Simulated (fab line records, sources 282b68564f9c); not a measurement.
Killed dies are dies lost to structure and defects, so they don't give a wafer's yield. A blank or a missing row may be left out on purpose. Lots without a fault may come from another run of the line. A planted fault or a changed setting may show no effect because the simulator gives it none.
A struck lot beside a sound one | flow rit_cmos | 43 steps out of a route of 202
Sound: wafers L769.3, L769.4, L769.5. Struck: wafers L778.4, L778.6. (L778.2 of the same lot was not struck and is left out.) The cause comes at the end.
At each step with rows: each side's tool, then ch and its chambers, then its first start. Under that, the readings that differ: sound wafers | struck wafers | difference of the means | sigmas: that difference in standard deviations of wafers without a fault.
alike: readings whose means differ by less than 2 such deviations, and words and numbers that are the same on both sides. not compared: withheld readings, readings that some wafer has no value for, bounds like >300 that may hide the same value, and numbers for which the record gives no deviation and whose values overlap.
The two part at a step that has a row with sigmas, a row that says differs or no value, or rows on one side only. Numbers that don't overlap but have no deviation are shown without sigmas and don't part them. A reading that every wafer of one side lacks parts them only if that side has two wafers or more.

first, 1 step without rows for these wafers: RIT_NWELL_IMPLANT_08.
RIT_NWELL_STRIP_09: strips in O2, time 180 s.
  sound on plasma_asher-03 ch 0,1, day 4 06:41; struck on plasma_asher-01 ch 0,1, day 6 01:22
  alike: drypump_motor_current_A
  not compared: rf_hours_counter_h
RIT_NWELL_TW_MEAS_10:
  sound on film_metro-03, day 4 06:50; struck on film_metro-03, day 6 01:33
  alike: NWELL_TW
then, 6 steps without rows for these wafers: RIT_PWELL_HMDS_00 (prime time 60 s); RIT_PWELL_COAT_01 (resist thk 1300 nm); RIT_PWELL_SOFTBAKE_02 (time 60 s); RIT_PWELL_EXPOSE_03 (exposes mask M3, target cd 43700 nm); RIT_PWELL_PEB_04; RIT_PWELL_DEVELOP_05 (develop time 68 s).
RIT_PWELL_OVL_MEAS_06:
  sound on overlay-01, day 4 07:53; struck on overlay-02, day 6 02:37
  alike: PWELL_OVL
then, 2 steps without rows for these wafers: RIT_PWELL_HARDBAKE_07 (time 120 s); RIT_PWELL_IMPLANT_08.
RIT_PWELL_STRIP_09: strips in O2, time 180 s.
  sound on plasma_asher-01 ch 0,1, day 4 08:22; struck on plasma_asher-01 ch 0, day 6 03:02
  alike: drypump_motor_current_A
  not compared: rf_hours_counter_h
RIT_PWELL_TW_MEAS_10:
  sound on film_metro-04, day 4 08:31; struck on film_metro-03, day 6 03:14
  alike: PWELL_TW
then, 1 step without rows for these wafers: RIT_WELLDRIVE_ANNEAL_00 (time 14700 s).
RIT_WELLDRIVE_RS_MEAS_01: measures by four-point-probe.
  sound on film_metro-03, day 4 13:40; struck on film_metro-02, day 6 08:23
  alike: NWELL_RS
RIT_WELLDRIVE_RS_MEAS_02: measures by four-point-probe.
  sound on film_metro-03, day 4 13:47; struck on film_metro-02, day 6 08:30
  alike: PWELL_RS
then, 6 steps without rows for these wafers: RIT_NRETRO_HMDS_00 (prime time 60 s); RIT_NRETRO_COAT_01 (resist thk 1300 nm); RIT_NRETRO_SOFTBAKE_02 (time 60 s); RIT_NRETRO_EXPOSE_03 (exposes mask M4, target cd 43900 nm); RIT_NRETRO_PEB_04; RIT_NRETRO_DEVELOP_05 (develop time 68 s).
RIT_NRETRO_OVL_MEAS_06:
  sound on overlay-01, day 4 14:53; struck on overlay-02, day 6 09:37
  alike: NRETRO_OVL
then, 2 steps without rows for these wafers: RIT_NRETRO_HARDBAKE_07 (time 120 s); RIT_NRETRO_IMPLANT_08.
RIT_NRETRO_STRIP_09: strips in O2, time 180 s.
  sound on plasma_asher-02 ch 0,1, day 4 15:22; struck on plasma_asher-04 ch 0, day 6 10:02
  alike: drypump_motor_current_A
  not compared: rf_hours_counter_h
RIT_NRETRO_TW_MEAS_10:
  sound on film_metro-04, day 4 15:31; struck on film_metro-02, day 6 10:14
  alike: NRETRO_TW
then, 6 steps without rows for these wafers: RIT_PRETRO_HMDS_00 (prime time 60 s); RIT_PRETRO_COAT_01 (resist thk 1300 nm); RIT_PRETRO_SOFTBAKE_02 (time 60 s); RIT_PRETRO_EXPOSE_03 (exposes mask M5, target cd 43700 nm); RIT_PRETRO_PEB_04; RIT_PRETRO_DEVELOP_05 (develop time 68 s).
RIT_PRETRO_OVL_MEAS_06:
  sound on overlay-01, day 4 16:34; struck on overlay-01, day 6 11:22
  reading         | sound       | struck    | difference | sigmas
  PRETRO_OVL (nm) | 1.3 1.5 2.3 | -1.0 -2.2 | -3.3       | -2
then, 2 steps without rows for these wafers: RIT_PRETRO_HARDBAKE_07 (time 120 s); RIT_PRETRO_IMPLANT_08.
RIT_PRETRO_STRIP_09: strips in O2, time 180 s.
  sound on plasma_asher-03 ch 0,1, day 4 17:03; struck on plasma_asher-03 ch 1, day 6 11:47
  alike: drypump_motor_current_A
  not compared: rf_hours_counter_h
RIT_PRETRO_TW_MEAS_10:
  sound on film_metro-03, day 4 17:11; struck on film_metro-03, day 6 11:59
  alike: PRETRO_TW
then, 3 steps without rows for these wafers: RIT_GATE_WET_ETCH_00 (etches SiO2 in BOE, target depth 56 nm, time 60 s); RIT_GATE_CLEAN_01 (cleans in SC1, time 600 s); RIT_GATE_CLEAN_02 (cleans in dHF, time 30 s).
RIT_M1_PROBE_99:
  sound on prober-02, day 5 17:47; struck on prober-02, day 7 17:01
  reading             | sound | struck | difference | sigmas
  killed_at_front_end | 7 6 6 | 26 27  | +20        | +6
  killed_dies         | 7 7 6 | 27 27  | +20        | +6
  killed_on_rim       | 1 4 1 | 10 11  | +8         | +6
  alike: killed_at_contacts, killed_open, killed_short

WHERE THEY PART
First at RIT_PRETRO_OVL_MEAS_06; last, within this record, at RIT_M1_PROBE_99.

WHY: what the simulator had put in
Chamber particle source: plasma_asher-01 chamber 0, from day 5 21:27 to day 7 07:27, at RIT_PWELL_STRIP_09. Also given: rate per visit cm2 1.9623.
